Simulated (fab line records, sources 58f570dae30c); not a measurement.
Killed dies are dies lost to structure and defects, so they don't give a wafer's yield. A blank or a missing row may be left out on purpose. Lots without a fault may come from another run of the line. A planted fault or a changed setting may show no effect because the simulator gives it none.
Which tool did it? | flow berkeley_cmos170 | 14 lots, 42 wafers sampled, at 7 steps of a route of 331

WHAT THE GAUGES READ, wafer by wafer
UCB170_FIELD_THK_MEAS_91.
lot  | measured     | on            | FIELD_OXIDE_LEFT_2_THK (nm)
L720 | day 5 08:26  | film_metro-03 | 367 355 355
L721 | day 6 04:00  | film_metro-04 | 372 359 361
L722 | day 6 13:49  | film_metro-04 | 345 354 342
L723 | day 6 14:09  | film_metro-04 | 360 346 353
L724 | day 6 15:03  | film_metro-03 | 358 360 351
L726 | day 7 08:38  | film_metro-04 | 340 337 337
L725 | day 7 08:46  | film_metro-01 | 363 367 364
L730 | day 8 02:40  | film_metro-03 | 350 357 360
L732 | day 8 07:49  | film_metro-01 | 360 366 356
L738 | day 9 14:56  | film_metro-01 | 359 356 367
L736 | day 9 15:07  | film_metro-01 | 357 362 351
L737 | day 9 15:29  | film_metro-04 | 337 340 343
L739 | day 9 22:40  | film_metro-03 | 358 372 351
L742 | day 10 03:21 | film_metro-04 | 362 369 357

UCB170_PLDD_CD_MEAS_06: target cd 1200 nm.
lot  | measured     | on        | cd_nm (nm)
L720 | day 6 01:11  | cd_sem-02 | 1199.9 1199.1 1196.9
L721 | day 6 17:15  | cd_sem-01 | 1198.6 1199.5 1200.1
L722 | day 7 04:08  | cd_sem-02 | 1198.7 1199.2 1199.1
L723 | day 7 04:47  | cd_sem-01 | 1199.4 1199.7 1199.7
L724 | day 7 04:25  | cd_sem-02 | 1199.3 1200.1 1199.3
L726 | day 8 02:41  | cd_sem-02 | 1198.8 1198.3 1198.5
L725 | day 8 03:03  | cd_sem-02 | 1198.3 1196.8 1195.9
L730 | day 8 16:53  | cd_sem-02 | 1200.8 1200.2 1200.1
L732 | day 9 00:58  | cd_sem-02 | 1200.1 1200.5 1199.9
L738 | day 10 04:10 | cd_sem-02 | 1199.2 1199.9 1198.5
L736 | day 10 04:05 | cd_sem-02 | 1202.4 1200.6 1201.7
L737 | day 10 04:34 | cd_sem-02 | 1201.0 1201.2 1200.9
L739 | day 10 11:08 | cd_sem-02 | 1200.0 1200.9 1200.6
L742 | day 10 17:21 | cd_sem-02 | 1197.4 1199.3 1199.1

UCB170_NLDD_TW_MEAS_11.
lot  | measured     | on            | NLDD_TW
L720 | day 6 03:41  | film_metro-03 | 2236 2240 2237
L721 | day 6 19:54  | film_metro-04 | 2200 2207 2223
L722 | day 7 06:43  | film_metro-02 | 2233 2228 2233
L723 | day 7 07:29  | film_metro-02 | 2233 2241 2231
L724 | day 7 06:56  | film_metro-02 | 2228 2238 2240
L726 | day 8 04:59  | film_metro-04 | 2182 2185 2175
L725 | day 8 05:41  | film_metro-04 | 2173 2190 2180
L730 | day 8 20:08  | film_metro-04 | 3110 3095 3110
L732 | day 9 03:31  | film_metro-02 | 3131 3131 3135
L738 | day 10 06:37 | film_metro-04 | 2194 2203 2205
L736 | day 10 06:24 | film_metro-02 | 2205 2200 2206
L737 | day 10 07:00 | film_metro-04 | 2200 2187 2202
L739 | day 10 14:30 | film_metro-03 | 2204 2190 2200
L742 | day 10 20:23 | film_metro-04 | 2186 2203 2206

UCB170_PSD_TW_MEAS_10.
lot  | measured     | on            | PSD_TW
L720 | day 6 09:25  | film_metro-02 | 2317 2318 2322
L721 | day 7 02:56  | film_metro-04 | 2277 2295 2281
L722 | day 7 13:13  | film_metro-04 | 2277 2287 2291
L723 | day 7 13:07  | film_metro-02 | 2323 2317 2308
L724 | day 7 12:50  | film_metro-02 | 2317 2323 2330
L726 | day 8 10:01  | film_metro-02 | 2314 2312 2326
L725 | day 8 10:30  | film_metro-03 | 2319 2317 2303
L730 | day 9 04:19  | film_metro-04 | 2280 2283 2273
L732 | day 9 10:16  | film_metro-04 | 2287 2293 2284
L738 | day 10 11:59 | film_metro-04 | 2285 2294 2288
L736 | day 10 11:50 | film_metro-03 | 2288 2302 2292
L737 | day 10 12:32 | film_metro-02 | 2301 2305 2303
L739 | day 10 19:52 | film_metro-02 | 2296 2298 2288
L742 | day 11 03:47 | film_metro-03 | 2273 2286 2290

UCB170_SDANNEAL_RS_MEAS_05: measures by four-point-probe.
lot  | measured     | on            | NLDD_RS (ohm/sq)
L720 | day 6 13:23  | film_metro-02 | 615.4 613.8 614.9
L721 | day 7 06:01  | film_metro-04 | 615.8 615.2 613.7
L722 | day 7 17:41  | film_metro-04 | 616.2 618.0 615.8
L723 | day 7 17:59  | film_metro-02 | 611.4 612.7 614.4
L724 | day 7 17:51  | film_metro-03 | 614.2 613.7 614.3
L726 | day 8 13:29  | film_metro-03 | 617.1 618.5 616.6
L725 | day 8 13:34  | film_metro-02 | 612.7 615.3 614.2
L730 | day 9 07:29  | film_metro-04 | 172.6 172.7 172.5
L732 | day 9 15:30  | film_metro-03 | 172.6 172.7 172.2
L738 | day 10 16:31 | film_metro-02 | 614.1 614.4 614.0
L736 | day 10 16:34 | film_metro-03 | 614.8 614.1 613.3
L737 | day 10 17:09 | film_metro-02 | 614.3 616.1 614.7
L739 | day 11 03:06 | film_metro-03 | 615.0 616.4 616.4
L742 | day 11 08:44 | film_metro-02 | 616.5 616.7 615.4

WHICH TOOL RAN EACH LOT (tool, then ch and the chambers of the sampled wafers, then the start)
lot  | UCB170_NLDD_IMPLANT_08          | UCB170_NLDD_STRIP_10
L720 | implanter-01 ch 0, day 6 03:17  | plasma_asher-04 ch 0,1, day 6 03:35
L721 | implanter-04 ch 0, day 6 19:30  | plasma_asher-04 ch 0,1, day 6 19:48
L722 | implanter-01 ch 0, day 7 06:19  | plasma_asher-02 ch 0,1, day 7 06:37
L723 | implanter-01 ch 0, day 7 07:05  | plasma_asher-04 ch 0,1, day 7 07:23
L724 | implanter-02 ch 0, day 7 06:32  | plasma_asher-01 ch 0,1, day 7 06:50
L726 | implanter-04 ch 0, day 8 04:36  | plasma_asher-02 ch 0,1, day 8 04:52
L725 | implanter-02 ch 0, day 8 05:17  | plasma_asher-04 ch 0,1, day 8 05:35
L730 | implanter-01 ch 0, day 8 19:46  | plasma_asher-04 ch 0,1, day 8 20:02
L732 | implanter-01 ch 0, day 9 03:08  | plasma_asher-01 ch 0,1, day 9 03:25
L738 | implanter-02 ch 0, day 10 06:13 | plasma_asher-02 ch 0,1, day 10 06:31
L736 | implanter-04 ch 0, day 10 06:02 | plasma_asher-04 ch 0,1, day 10 06:19
L737 | implanter-04 ch 0, day 10 06:38 | plasma_asher-02 ch 0,1, day 10 06:55
L739 | implanter-02 ch 0, day 10 14:06 | plasma_asher-04 ch 0,1, day 10 14:24
L742 | implanter-02 ch 0, day 10 20:01 | plasma_asher-01 ch 0,1, day 10 20:18
- UCB170_NLDD_IMPLANT_08
- UCB170_NLDD_STRIP_10: strips in O2.

WHAT THE TOOLS THEMSELVES READ (means of the sampled wafers that have a number; where no wafer has one, the mark that the record gives instead)
UCB170_NLDD_IMPLANT_08.
lot  | tool         | beam_on_s (s) | dose_ions_cm2 | faraday_current_uA
L720 | implanter-01 | 10.06         | 5.001e+13     | 158
L721 | implanter-04 | 10.02         | 5.002e+13     | 158
L722 | implanter-01 | 9.90          | 5.005e+13     | 160
L723 | implanter-01 | 9.84          | 5.002e+13     | 161
L724 | implanter-02 | 9.88          | 5.002e+13     | 160
L726 | implanter-04 | 10.13         | 4.994e+13     | 157
L725 | implanter-02 | 10.03         | 5.002e+13     | 158
L730 | implanter-01 | 17.79         | 5.000e+14     | 893
L732 | implanter-01 | 17.79         | 5.000e+14     | 890
L738 | implanter-02 | 9.84          | 5.006e+13     | 161
L736 | implanter-04 | 9.95          | 4.999e+13     | 160
L737 | implanter-04 | 10.02         | 5.005e+13     | 159
L739 | implanter-02 | 9.92          | 4.995e+13     | 160
L742 | implanter-02 | 10.14         | 5.000e+13     | 157

UCB170_NLDD_STRIP_10.
lot  | tool            | drypump_motor_current_A (A) | oes_product_au (a.u.) | strip_time_to_endpoint_s (s)
L720 | plasma_asher-04 | 6.1                         | 0.737                 | 21.58
L721 | plasma_asher-04 | 6.1                         | 0.733                 | 21.63
L722 | plasma_asher-02 | 5.0                         | 0.735                 | 21.57
L723 | plasma_asher-04 | 6.1                         | 0.731                 | 21.62
L724 | plasma_asher-01 | 5.6                         | 0.732                 | 21.63
L726 | plasma_asher-02 | 5.1                         | 0.732                 | 21.60
L725 | plasma_asher-04 | 5.9                         | 0.735                 | 21.63
L730 | plasma_asher-04 | 5.9                         | 0.684                 | 23.86
L732 | plasma_asher-01 | 5.7                         | 0.686                 | 23.83
L738 | plasma_asher-02 | 5.1                         | 0.732                 | 21.63
L736 | plasma_asher-04 | 6.1                         | 0.737                 | 21.64
L737 | plasma_asher-02 | 5.0                         | 0.732                 | 21.57
L739 | plasma_asher-04 | 5.9                         | 0.738                 | 21.69
L742 | plasma_asher-01 | 5.5                         | 0.735                 | 21.57

THE ANSWER, worked out from the rows above alone
Rule: what is usual is taken from the lots themselves. Put in order of their means at a reading, lots are off if they are a third of the lots or fewer, leave a main group of 4 or more, and stand apart from it by a gap of 3 or more times the standard deviation of the main group's means; of several such gaps the widest counts. A main group whose means are all the same, to the digits that the tables above print for the reading, isn't used. A lot without any number at a reading at which 4 lots or more have one is off too. The other lots that the step has rows for count as sound. The gauges are gone through in route order, then the tools' own readings, and for those a lot's mean is taken as printed above. The first step at which some lot is off is used, and at that step the reading that is off furthest; a lot without a number counts as furthest.
Off: L730, L732, at UCB170_NLDD_TW_MEAS_11 (NLDD_TW). The main group: mean 2209, standard deviation 20.
A tool fits if, at a process step before that reading, it ran every lot that is off, and no sound lot after the first of them. The gauges at UCB170_NLDD_TW_MEAS_11 aren't tried: what is off there is off at UCB170_NLDD_IMPLANT_08 too, on other tools, and a gauge's error can't cause that. One fits: implanter-01 at UCB170_NLDD_IMPLANT_08. Its last sound lot is L723 (day 7 07:05), its first lot that is off L730 (day 8 19:46): a fault that began between those two fits.
The tool's own readings at UCB170_NLDD_IMPLANT_08 bear it out: on the lots that are off they differ by more than 5 times the standard deviation of the sound lots' means. beam_on_s reads 17.79 s there against 9.98 s on the sound lots; dose_ions_cm2 reads 5.000e+14 there against 5.001e+13 on the sound lots; faraday_current_uA reads 892 there against 159 on the sound lots.

WHAT THE SIMULATOR HAD PUT IN
Process parameter drift: implanter-01, from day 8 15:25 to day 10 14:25, at UCB170_NLDD_IMPLANT_08. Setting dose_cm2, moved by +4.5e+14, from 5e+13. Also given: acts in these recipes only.
Lots struck among those shown: L730, L732. The rule above found the same.
